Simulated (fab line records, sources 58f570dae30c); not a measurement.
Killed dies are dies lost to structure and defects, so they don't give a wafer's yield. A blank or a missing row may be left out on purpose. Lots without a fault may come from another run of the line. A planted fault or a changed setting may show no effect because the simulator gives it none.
fab line records | flow berkeley_cmos170 | part 1 of 2: steps 1 to 33 of 43
record lots=6 wafers=18 last_day=12
route steps=331 shown SDANNEAL@205 PSD@206 NSD@207 PLDD@208 NLDD@209 SILICIDE@210 CONTACT@216 M1@238 M3@331
lots that met no fault: from a run of the same line without faults
start_h: hours from the record's first day to the start of the lot's first wafer shown | wait_h: hours since the lot's step before | " the same as in the row above | L1.1+2: a row that stands for several wafers | - no value, or no start given | * or withheld: withheld | < > ~ a bound
route shown NAME@n: a module of which the file shows steps, and the number in the route of the first | usual: mean/standard deviation of fault-free wafers | same: alike in all rows | chamber/n: place in a boat | sites: the reading at each site | _std_site: their standard deviation | _edge_site: outer sites' mean less inner sites' | radius_mm: how far each site lies from the wafer's centre | mask NAME#n: copy n | behind: the tool/chamber that last shaped the wafer | hold: why the lot was held/for how many hours/how that ended | device: the transistor (n, p or np) that didn't switch | end of line: the same wafers' tests at the end of the route | a step without rows: its recipe alone | killed: dies lost to structure and defects at the first sort, not the wafer's yield | map: a wafer's dies, x killed, . not, _ none there
set.NAME: the setting as run; set.NAME@STEP: as run at that earlier step | model.NAME: the simulator's own value behind a step, which no gauge read
lots at some steps of the route; a table a step, a row a wafer
services: from which hour (start_h, from the record's first day; less than 0 if before it) a tool's chamber was out of use, for how many hours, and why
## steps
# step UCB170_SDANNEAL_RTA_01
# recipe temp_c=1050 time_s=5 ambient=N2
# usual lamp_power_pct=36.2/2.2 wafer_temp_C_max=1055.4/1.5
# columns lot.wafer tool chamber start_h wait_h lamp_power_pct wafer_temp_C_max
L948.2 rtp_anneal-01 0 154.96 0.1 38.9 1054.6
L948.4 " 0 " " 38.9 1053.8
L948.6 " 0 " " 38.9 1055.4
L953.2 rtp_anneal-01 0 179.68 0.1 38.8 1053.8
L953.4 " 0 " " 38.8 1054.0
L953.6 " 0 " " 38.8 1054.6
L958.1 rtp_anneal-02 0 202.32 0.1 34.3 1056.6
L958.2 " 0 " " 34.3 1056.8
L958.3 " 0 " " 34.3 1055.0
L959.1 rtp_anneal-01 0 202.77 0.1 38.8 1053.8
L959.2 " 0 " " 38.8 1053.1
L959.4 " 0 " " 38.9 1054.2
L968.3 rtp_anneal-02 0 250.52 0.1 34.3 1057.8
L968.4 " 0 " " 34.3 1055.1
L968.5 " 0 " " 34.3 1054.8
L969.2 rtp_anneal-02 0 253.10 0.1 34.3 1056.7
L969.3 " 0 " " 34.3 1059.4
L969.5 " 0 " " 34.2 1056.6
# step UCB170_SDANNEAL_RS_MEAS_02
# recipe thk_meas_gauge=four-point-probe
# usual PSD_RS=75.5/0.32
# columns lot.wafer tool chamber start_h wait_h PSD_RS[ohm/sq]
L948.2 film_metro-02 - 155.03 0.1 75.7
L948.4 " - " " 75.7
L948.6 " - " " 75.5
L953.2 film_metro-03 - 179.74 0.1 75.3
L953.4 " - " " 75.2
L953.6 " - " " 75.1
L958.1 film_metro-03 - 202.40 0.1 75.6
L958.2 " - " " 75.6
L958.3 " - " " 75.5
L959.1 film_metro-02 - 202.83 0.0 75.7
L959.2 " - " " 75.5
L959.4 " - " " 75.6
L968.3 film_metro-02 - 250.60 0.1 75.5
L968.4 " - " " 75.3
L968.5 " - " " 75.1
L969.2 film_metro-03 - 253.17 0.1 75.4
L969.3 " - " " 75.6
L969.5 " - " " 75.5
# step UCB170_SDANNEAL_RS_MEAS_03
# recipe thk_meas_gauge=four-point-probe
# usual NSD_RS=37.26/0.083
# columns lot.wafer tool chamber start_h wait_h NSD_RS[ohm/sq]
L948.2 film_metro-02 - 155.15 0.1 37.21
L948.4 " - " " 37.25
L948.6 " - " " 37.28
L953.2 film_metro-03 - 179.86 0.1 37.24
L953.4 " - " " 37.35
L953.6 " - " " 37.31
L958.1 film_metro-03 - 202.52 0.1 37.28
L958.2 " - " " 37.23
L958.3 " - " " 37.28
L959.1 film_metro-02 - 202.95 0.1 37.22
L959.2 " - " " 37.27
L959.4 " - " " 37.21
L968.3 film_metro-02 - 250.72 0.1 37.17
L968.4 " - " " 37.06
L968.5 " - " " 37.11
L969.2 film_metro-03 - 253.29 0.1 37.21
L969.3 " - " " 37.26
L969.5 " - " " 37.15
# step UCB170_SDANNEAL_RS_MEAS_04
# recipe thk_meas_gauge=four-point-probe
# usual PLDD_RS=1031.6/2.8
# columns lot.wafer tool chamber start_h wait_h PLDD_RS[ohm/sq]
L948.2 film_metro-02 - 155.27 0.1 1033.9
L948.4 " - " " 1027.5
L948.6 " - " " 1032.2
L953.2 film_metro-03 - 179.98 0.1 1027.9
L953.4 " - " " 1028.4
L953.6 " - " " 1029.9
L958.1 film_metro-03 - 202.64 0.1 1030.2
L958.2 " - " " 1030.4
L958.3 " - " " 1031.6
L959.1 film_metro-02 - 203.07 0.1 1035.7
L959.2 " - " " 1033.4
L959.4 " - " " 1037.0
L968.3 film_metro-02 - 250.84 0.1 1027.7
L968.4 " - " " 1030.6
L968.5 " - " " 1028.8
L969.2 film_metro-03 - 253.41 0.1 1027.4
L969.3 " - " " 1029.5
L969.5 " - " " 1031.1
# step UCB170_SDANNEAL_RS_MEAS_05
# recipe thk_meas_gauge=four-point-probe
# usual NLDD_RS=616.2/1.5
# columns lot.wafer tool chamber start_h wait_h NLDD_RS[ohm/sq]
L948.2 film_metro-02 - 155.39 0.1 619.8
L948.4 " - " " 620.1
L948.6 " - " " 618.2
L953.2 film_metro-03 - 180.10 0.1 612.5
L953.4 " - " " 614.5
L953.6 " - " " 614.6
L958.1 film_metro-03 - 202.76 0.1 615.3
L958.2 " - " " 614.8
L958.3 " - " " 616.0
L959.1 film_metro-02 - 203.19 0.1 615.7
L959.2 " - " " 614.3
L959.4 " - " " 616.6
L968.3 film_metro-02 - 250.96 0.1 616.1
L968.4 " - " " 616.8
L968.5 " - " " 617.2
L969.2 film_metro-03 - 253.53 0.1 616.8
L969.3 " - " " 614.7
L969.5 " - " " 616.0
# step UCB170_SILICIDE_PRE_CLEAN_00
# recipe gas=Ar preclean_etch_time_s=60
# step UCB170_SILICIDE_SPUTTER_01
# recipe material=Ti target_thk_nm=30 time_s=25 power_w=1500 chamber_pressure_pa=0.5
# step UCB170_SILICIDE_RS_MEAS_02
# recipe thk_meas_gauge=four-point-probe reads=Ti_of_SILICIDE_SPUTTER_01
# usual SILICIDE_TI_RS=26.1/0.31
# columns lot.wafer tool chamber start_h wait_h SILICIDE_TI_RS[ohm/sq]
L948.2 film_metro-03 - 155.60 0.0 26.4
L948.4 " - " " 26.3
L948.6 " - " " 26.4
L953.2 film_metro-03 - 180.37 0.1 26.4
L953.4 " - " " 26.8
L953.6 " - " " 26.4
L958.1 film_metro-01 - 202.97 0.0 26.3
L958.2 " - " " 26.5
L958.3 " - " " 26.6
L959.1 film_metro-04 - 203.41 0.0 25.8
L959.2 " - " " 25.8
L959.4 " - " " 26.0
L968.3 film_metro-03 - 251.17 0.1 26.3
L968.4 " - " " 26.3
L968.5 " - " " 26.0
L969.2 film_metro-01 - 253.75 0.0 25.6
L969.3 " - " " 25.8
L969.5 " - " " 25.7
# step UCB170_SILICIDE_THK_MEAS_03
# recipe thk_meas_gauge=xrf reads=Ti_of_SILICIDE_SPUTTER_01
# usual SILICIDE_TI_THK=29.7/0.34
# columns lot.wafer tool chamber start_h wait_h SILICIDE_TI_THK[nm]
L948.2 film_metro-03 - 155.71 0.1 29.1
L948.4 " - " " 29.2
L948.6 " - " " 29.0
L953.2 film_metro-03 - 180.48 0.1 29.4
L953.4 " - " " 29.0
L953.6 " - " " 29.2
L958.1 film_metro-01 - 203.09 0.1 29.5
L958.2 " - " " 29.3
L958.3 " - " " 29.3
L959.1 film_metro-04 - 203.53 0.1 30.0
L959.2 " - " " 29.9
L959.4 " - " " 29.9
L968.3 film_metro-03 - 251.27 0.1 29.2
L968.4 " - " " 29.4
L968.5 " - " " 29.9
L969.2 film_metro-01 - 253.86 0.1 30.3
L969.3 " - " " 30.2
L969.5 " - " " 30.2
# step UCB170_SILICIDE_RTA_04
# recipe temp_c=650 time_s=15 ambient=N2
# usual lamp_power_pct=10.3/0.62 wafer_temp_C_max=653.1/0.95
# columns lot.wafer tool chamber start_h wait_h lamp_power_pct wafer_temp_C_max
L948.2 rtp_anneal-02 0 155.78 0.1 9.5 655.0
L948.4 " 0 " " 9.5 654.5
L948.6 " 0 " " 9.5 654.9
L953.2 rtp_anneal-01 0 180.54 0.1 10.8 651.9
L953.4 " 0 " " 10.8 652.6
L953.6 " 0 " " 10.8 652.3
L958.1 rtp_anneal-02 0 203.15 0.1 9.5 653.5
L958.2 " 0 " " 9.5 654.1
L958.3 " 0 " " 9.5 653.8
L959.1 rtp_anneal-01 0 203.59 0.1 10.8 652.8
L959.2 " 0 " " 10.8 653.7
L959.4 " 0 " " 10.8 653.2
L968.3 rtp_anneal-01 0 251.34 0.1 10.8 652.5
L968.4 " 0 " " 10.8 652.1
L968.5 " 0 " " 10.8 653.4
L969.2 rtp_anneal-01 0 253.92 0.1 10.8 652.4
L969.3 " 0 " " 10.8 651.4
L969.5 " 0 " " 10.8 652.9
# step UCB170_SILICIDE_WET_ETCH_05
# recipe chemistry=SPM time_s=45 temp_c=120 target=Ti
# step UCB170_CONTACT_CLEAN_00
# recipe chemistry=SPM temp_c=120 time_s=600
# step UCB170_CONTACT_CVD_01
# recipe material=PSG target_thk_nm=700 temp_c=450 precursor=SiH4/O2/PH3 time_s=2820 pressure_mtorr=300 sih4_flow_sccm=60 o2_flow_sccm=90 ph3_flow_sccm=25
# usual pressure_mtorr=299.9/0.63 sih4_flow_sccm=59.96/0.22 zone_power_load_pct=7.1/0.34
# columns lot.wafer tool chamber start_h wait_h pressure_mtorr sih4_flow_sccm zone_power_load_pct model.PSG_of_CONTACT_CVD_01.thk_nm
L948.2 lpcvd-02 0 156.23 0.0 300.2 59.90 7.4 714.1
L948.4 " 0 " " 300.1 60.51 7.4 708.8
L948.6 " 0 " " 300.4 59.97 7.4 711.8
L953.2 lpcvd-01 0 182.12 1.0 300.1 59.84 6.5 710.4
L953.4 " 0 " " 299.9 60.10 6.7 704.4
L953.6 " 0 " " 300.3 60.23 6.6 704.5
L958.1 lpcvd-02 0 203.43 0.0 301.6 60.17 7.4 711.6
L958.2 " 0 " " 300.7 60.17 7.3 712.3
L958.3 " 0 " " 301.4 60.03 7.3 707.5
L959.1 lpcvd-01 0 204.47 0.2 299.9 59.71 6.6 691.7
L959.2 " 0 " " 299.5 59.97 6.6 689.8
L959.4 " 0 " " 300.0 59.92 6.6 689.2
L968.3 lpcvd-01 1 251.58 0.0 240.8 60.34 7.3 625.8
L968.4 " 1 " " 241.1 60.21 7.2 620
L968.5 " 1 " " 240.2 60.26 7.3 625.4
L969.2 lpcvd-01 0 254.18 0.0 240.2 60.02 6.7 623
L969.3 " 0 " " 239.5 60.29 6.5 619
L969.5 " 0 " " 239.4 60.30 6.6 624.3
# step UCB170_CONTACT_THK_MEAS_02
# recipe reads=PSG_of_CONTACT_CVD_01
# usual CONTACT_PSG_THK=701/7.5
# columns lot.wafer tool chamber start_h wait_h hold CONTACT_PSG_THK[nm]
L948.2 film_metro-04 - 158.02 0.0 - 714
L948.4 " - " " - 709
L948.6 " - " " - 712
L953.2 film_metro-02 - 183.92 0.0 - 711
L953.4 " - " " - 704
L953.6 " - " " - 705
L958.1 film_metro-02 - 205.21 0.0 - 711
L958.2 " - " " - 712
L958.3 " - " " - 707
L959.1 film_metro-03 - 206.25 0.0 - 692
L959.2 " - " " - 690
L959.4 " - " " - 689
L968.3 film_metro-04 - 253.39 0.0 await_dispo/0.2h/release 626
L968.4 " - " " await_dispo/0.2h/release 620
L968.5 " - " " await_dispo/0.2h/release 625
L968.3 film_metro-04 - 253.61 0.2 - 626
L968.4 " - " " - 620
L968.5 " - " " - 625
L969.2 film_metro-04 - 255.97 0.0 await_dispo/0.2h/release 623
L969.3 " - " " await_dispo/0.2h/release 619
L969.5 " - " " await_dispo/0.2h/release 625
L969.2 film_metro-04 - 256.20 0.2 - 623
L969.3 " - " " - 619
L969.5 " - " " - 624
# step UCB170_CONTACT_COAT_04
# recipe resist=KrF spin_rpm=1500 resist_thk_nm=900
# step UCB170_CONTACT_SOFTBAKE_05
# recipe resist=KrF temp_c=130 time_s=60
# step UCB170_CONTACT_STRIP_06
# recipe chemistry=O2 power_w=400 pressure_mtorr=3500 platen_temp_c=withheld o2_flow_sccm=400 overash_fraction=0.5
# step UCB170_CONTACT_CLEAN_07
# recipe chemistry=SPM temp_c=120 time_s=600
# step UCB170_CONTACT_RTA_08
# recipe temp_c=900 time_s=10 ambient=N2
# usual lamp_power_pct=23.4/1.5 wafer_temp_C_max=904.5/1.3
# columns lot.wafer tool chamber start_h wait_h lamp_power_pct wafer_temp_C_max
L948.2 rtp_anneal-02 0 158.88 0.0 22.2 902.8
L948.4 " 0 " " 22.2 906.1
L948.6 " 0 " " 22.2 905.1
L953.2 rtp_anneal-01 0 184.70 0.0 25.2 902.6
L953.4 " 0 " " 25.2 903.0
L953.6 " 0 " " 25.2 903.1
L958.1 rtp_anneal-02 0 205.99 0.0 22.2 905.0
L958.2 " 0 " " 22.2 905.2
L958.3 " 0 " " 22.2 906.7
L959.1 rtp_anneal-02 0 207.30 0.0 22.2 905.1
L959.2 " 0 " " 22.3 904.8
L959.4 " 0 " " 22.2 906.8
L968.3 rtp_anneal-02 0 257.26 0.1 22.2 905.2
L968.4 " 0 " " 22.2 905.8
L968.5 " 0 " " 22.2 904.7
L969.2 rtp_anneal-02 0 263.17 0.0 22.2 904.5
L969.3 " 0 " " 22.2 906.8
L969.5 " 0 " " 22.2 904.9
# step UCB170_CONTACT_COAT_09
# recipe resist=BARC temp_c=withheld time_s=withheld spin_rpm=3000 resist_thk_nm=withheld
# step UCB170_CONTACT_COAT_10
# recipe resist=KrF spin_rpm=1500 resist_thk_nm=900
# step UCB170_CONTACT_SOFTBAKE_11
# recipe resist=KrF temp_c=130 time_s=60
# step UCB170_CONTACT_EXPOSE_12
# recipe mask_id=CONT target_cd_nm=700 na=0.5 sigma_outer=0.6 source_shape=conventional dose_mj=35
# step UCB170_CONTACT_PEB_13
# recipe peb_temp_c=130 peb_time_s=withheld resist=KrF
# step UCB170_CONTACT_DEVELOP_14
# recipe developer=TMAH develop_time_s=45 resist=KrF dev_temp_c=21
# step UCB170_CONTACT_CD_MEAS_15
# recipe target_cd_nm=700
# usual cd_nm=700.0/1.3
# columns lot.wafer tool chamber start_h wait_h cd_nm
L948.2 cd_sem-01 - 160.72 - 699.7
L948.4 " - " " 699.4
L948.6 " - " " 702.2
L953.2 cd_sem-01 - 186.39 - 700.6
L953.4 " - " " 699.1
L953.6 " - " " 699.3
L958.1 cd_sem-01 - 207.50 - 699.8
L958.2 " - " " 699.4
L958.3 " - " " 699.3
L959.1 cd_sem-01 - 209.00 - 700.3
L959.2 " - " " 700.6
L959.4 " - " " 698.7
L968.3 cd_sem-02 - 258.42 - 700.1
L968.4 " - " " 699.2
L968.5 " - " " 698.9
L969.2 cd_sem-02 - 264.29 - 700.4
L969.3 " - " " 698.8
L969.5 " - " " 699.6
# step UCB170_CONTACT_OVL_MEAS_16
# usual CONTACT_OVL=-3/6.1
# columns lot.wafer tool chamber start_h wait_h CONTACT_OVL[nm]
L948.2 overlay-02 - 160.82 0.1 -9
L948.4 " - " " 5
L948.6 " - " " -6
L953.2 overlay-02 - 186.49 0.1 -3
L953.4 " - " " -3
L953.6 " - " " -6
L958.1 overlay-01 - 207.62 0.1 -1
L958.2 " - " " -5
L958.3 " - " " -9
L959.1 overlay-01 - 209.12 0.1 3
L959.2 " - " " 8
L959.4 " - " " 9
L968.3 overlay-01 - 258.51 0.1 5
L968.4 " - " " -1
L968.5 " - " " 8
L969.2 overlay-01 - 264.46 0.2 3
L969.3 " - " " -6
L969.5 " - " " -8
# step UCB170_CONTACT_ETCH_17
# recipe chemistry=N2/H2 target_depth_a=withheld overetch_a=withheld target=BARC time_s=withheld source_w=500 bias_w=100 pressure_mtorr=30 n2_flow_sccm=100 h2_flow_sccm=200
# usual drypump_motor_current_A=6.1/0.46 n2_flow_sccm=99.99/0.29 oes_product_au=1.006/0.016 throttle_valve_pct=13.39/0.19
# columns lot.wafer tool chamber start_h wait_h drypump_motor_current_A n2_flow_sccm oes_product_au throttle_valve_pct
L948.2 rie_diel-02 1 160.85 0.0 6.4 99.85 1.019 13.28
L948.4 " 2 " " 6.1 100.03 1.026 13.62
L948.6 " 1 " " 6.4 100.07 1.021 13.28
L953.2 rie_diel-04 1 186.52 0.0 5.6 100.76 0.972 13.27
L953.4 " 0 " " 5.5 100.09 1.013 13.44
L953.6 " 1 " " 5.6 99.99 0.969 13.25
L958.1 rie_diel-04 0 207.66 0.0 5.6 99.63 0.999 13.43
L958.2 " 3 " " 5.4 100.20 1.038 13.30
L958.3 " 2 " " 6.6 100.17 0.992 13.42
L959.1 rie_diel-04 1 209.16 0.0 5.6 99.84 0.967 13.26
L959.2 " 3 " " 5.4 100.30 1.034 13.30
L959.4 " 2 " " 6.6 99.72 0.993 13.46
L968.3 rie_diel-03 3 258.54 0.0 6.1 100.43 1.004 12.88
L968.4 " 2 " " 6.6 99.66 1.009 13.59
L968.5 " 1 " " 5.2 99.61 1.001 13.61
L969.2 rie_diel-03 2 264.49 0.0 6.6 100.11 1.009 13.59
L969.3 " 3 " " 6.1 99.68 0.999 12.88
L969.5 " 0 " " 6.3 99.58 0.986 13.43
# step UCB170_CONTACT_ETCH_18
# recipe chemistry=CHF3/CF4/Ar target=PSG stop_on=TiSi2 CHF3_flow_sccm=45 cf4_flow_sccm=15 Ar_flow_sccm=150 pressure_mtorr=200 rf_w=700 target_depth_a=8400 over_etch_frac=0.2 time_s=195
# usual drypump_motor_current_A=6.0/0.46 oes_product_au=0.903/0.013 throttle_valve_pct=7.00/0.13
# columns lot.wafer tool chamber start_h wait_h drypump_motor_current_A oes_product_au rf_hours_counter_h throttle_valve_pct model.CONTACT.feature_depth_nm model.etch.depth_nm
L948.2 rie_diel-02 1 - - 6.4 0.931 55 6.87 714.1 714.1
L948.4 " 2 " " 6.1 0.907 42 7.19 708.8 708.8
L948.6 " 1 " " 6.5 0.932 - 6.86 711.8 711.8
L953.2 rie_diel-04 1 - - 5.6 0.898 42 6.93 710.4 710.4
L953.4 " 0 " " 5.6 0.901 19 6.99 704.4 704.4
L953.6 " 1 " " 5.6 0.886 - 6.94 704.5 704.5
L958.1 rie_diel-04 0 - - 5.6 0.911 20 7.01 711.6 711.6
L958.2 " 3 " " 5.4 0.925 26 6.96 712.3 712.3
L958.3 " 2 " " 6.6 0.900 128 7.03 707.5 707.5
L959.1 rie_diel-04 1 - - 5.6 0.886 43 6.92 691.7 691.7
L959.2 " 3 " " 5.4 0.905 26 6.96 689.8 689.8
L959.4 " 2 " " 6.6 0.889 128 7.03 689.2 689.2
L968.3 rie_diel-03 3 - - 6.1 0.851 117 6.69 625.8 625.8
L968.4 " 2 " " 6.6 0.841 70 7.10 620 620
L968.5 " 1 " " 5.2 0.851 - 7.16 625.4 625.4
L969.2 rie_diel-03 2 - - 6.6 0.852 70 7.10 623 623
L969.3 " 3 " " 6.1 0.842 117 6.70 619 619
L969.5 " 0 " " 6.2 0.830 - 7.06 624.3 624.3
# step UCB170_CONTACT_STRIP_19
# recipe chemistry=O2 power_w=400 pressure_mtorr=3500 platen_temp_c=withheld o2_flow_sccm=400 overash_fraction=0.5
# step UCB170_CONTACT_CD_MEAS_90
# recipe target_cd_nm=700
# usual cd_nm=700.0/1.4
# columns lot.wafer tool chamber start_h wait_h cd_nm
L948.2 cd_sem-02 - 161.14 0.1 699.0
L948.4 " - " " 700.4
L948.6 " - " " 701.7
L953.2 cd_sem-01 - 186.99 0.3 700.3
L953.4 " - " " 698.9
L953.6 " - " " 698.7
L958.1 cd_sem-01 - 208.10 0.2 699.9
L958.2 " - " " 699.4
L958.3 " - " " 699.3
L959.1 cd_sem-01 - 209.43 0.1 699.6
L959.2 " - " " 699.7
L959.4 " - " " 697.9
L968.3 cd_sem-02 - 258.84 0.1 700.5
L968.4 " - " " 700.3
L968.5 " - " " 698.8
L969.2 cd_sem-01 - 264.93 0.1 701.5
L969.3 " - " " 698.7
L969.5 " - " " 699.7
# step UCB170_CONTACT_CLEAN_20
# recipe chemistry=SPM temp_c=120 time_s=600
# step UCB170_M1_SPUTTER_00
# recipe material=Al target_thk_nm=600 time_s=80 power_w=6000 chamber_pressure_pa=0.4827
# usual throttle_valve_pct=30.0/0.96
# columns lot.wafer tool chamber start_h wait_h throttle_valve_pct
L948.2 pvd_sputter-01 - 161.42 0.0 30.0
L948.4 " - " " 29.8
L948.6 " - " " 29.5
L953.2 pvd_sputter-02 - 187.26 0.0 29.8
L953.4 " - " " 30.6
L953.6 " - " " 30.4
L958.1 pvd_sputter-04 - 208.40 0.0 31.1
L958.2 " - " " 30.6
L958.3 " - " " 27.9
L959.1 pvd_sputter-01 - 209.72 0.0 29.4
L959.2 " - " " 29.9
L959.4 " - " " 30.3
L968.3 pvd_sputter-02 - 259.68 0.0 30.2
L968.4 " - " " 31.0
L968.5 " - " " 30.8
L969.2 pvd_sputter-04 - 265.35 0.0 27.8
L969.3 " - " " 31.3
L969.5 " - " " 30.6
## key
first_sign step=UCB170_CONTACT_CVD_01 reading=pressure_mtorr direction=down sigmas=95 usual=299.9 struck=240.2
effect step=UCB170_CONTACT_THK_MEAS_02 reading=visit direction=added
effect step=UCB170_CONTACT_THK_MEAS_02 reading=CONTACT_PSG_THK direction=down sigmas=10 usual=701 struck=623
effect step=UCB170_CONTACT_ETCH_18 reading=oes_product_au direction=down sigmas=4.4 usual=0.903 struck=0.844
model_effect step=UCB170_CONTACT_CVD_01 value=PSG_of_CONTACT_CVD_01.thk_nm without=696.8 struck=622.9
model_effect step=UCB170_CONTACT_ETCH_18 value=CONTACT.feature_depth_nm without=696.8 struck=622.9
model_effect step=UCB170_M1_METAL_ETCH_12 value=PSG_of_CONTACT_CVD_01.thk_nm without=659.5 struck=585.6
met_at UCB170_CONTACT_CVD_01
struck_wafers L968.3,L968.4,L968.5,L969.2,L969.3,L969.5
tester_left_out L968,L969
onset_between 204.47 251.58
fault kind=process_parameter_drift tool=lpcvd-01 chamber=- onset_h=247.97 steps=UCB170_CONTACT_CVD_01 channel=pressure_mtorr offset=-60 shape=step end_h=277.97 acts_in=these_recipes_only stated=300
# tester_left_out: of these lots the tester's yield and bins aren't shown, on N5 and GAA mostly nor the transistor test; their killed dies are dies lost to structure and defects alone, not to doping, threshold or leakage, so they don't give the yield
